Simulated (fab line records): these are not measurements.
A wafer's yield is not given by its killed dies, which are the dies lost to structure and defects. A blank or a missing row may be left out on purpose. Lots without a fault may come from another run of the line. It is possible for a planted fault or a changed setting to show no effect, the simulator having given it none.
Which of the tools did it? -- flow rit cmos -- 7 lots, 21 wafers sampled, at 2 steps of a route of 202

== WHAT THE GAUGES READ, wafer by wafer ==
RIT_FOX1_THK_MEAS_01.
lot,measured,on,FOX1_OXIDE_THK (nm)
L292,day 2 01:07,film metro-03,351 355 360
L295,day 2 15:53,film metro-03,364 363 368
L298,day 3 06:29,film metro-03,365 355 356
L300,day 3 20:37,film metro-01,347 347 346
L303,day 4 06:04,film metro-03,356 359 353
L305,day 4 15:58,film metro-02,317 317 318
L311,day 5 23:33,film metro-03,351 367 358

== WHICH TOOL RAN EACH LOT (tool, then ch and the chambers of the sampled wafers, then the start) ==
lot,RIT_FOX1_OXIDATION_00
L292,"furnace-04 ch 0, day 1 23:47"
L295,"furnace-01 ch 0, day 2 14:35"
L298,"furnace-04 ch 0, day 3 05:10"
L300,"furnace-03 ch 0, day 3 19:17"
L303,"furnace-04 ch 0, day 4 04:44"
L305,"furnace-03 ch 0, day 4 14:40"
L311,"furnace-01 ch 0, day 5 22:14"
- RIT_FOX1_OXIDATION_00: target thk 350.7 nm, ox time 1130 s.

== THE ANSWER, worked out from the rows above alone ==
Rule: what is usual is taken from the lots themselves. The widest of any qualifying gaps counts: lots, ordered by their means at a reading, are off when they make up no more than a third of the lots, leave a main group of 4 or more, and stand apart from it by 3 or more times the standard deviation of that group's means. The tables above print the reading to a certain number of digits; a main group whose means all agree to those digits is not used. A lot without any number at a reading at which 4 lots or more have one is off too. The other lots that the step has rows for count as sound.
Off: at RIT_FOX1_THK_MEAS_01 (FOX1_OXIDE_THK), L305. The main group: mean 357 nm, standard deviation 5.5.
A tool fits if, at a process step before that reading, it ran every lot that is off, and no sound lot after the first of them. Gauges at RIT_FOX1_THK_MEAS_01: tried the same way as those tools. 2 tools fit, furnace-03 at RIT_FOX1_OXIDATION_00 and film metro-02 at RIT_FOX1_THK_MEAS_01, so this cannot tell which one it is.

== WHAT THE SIMULATOR HAD INSERTED ==
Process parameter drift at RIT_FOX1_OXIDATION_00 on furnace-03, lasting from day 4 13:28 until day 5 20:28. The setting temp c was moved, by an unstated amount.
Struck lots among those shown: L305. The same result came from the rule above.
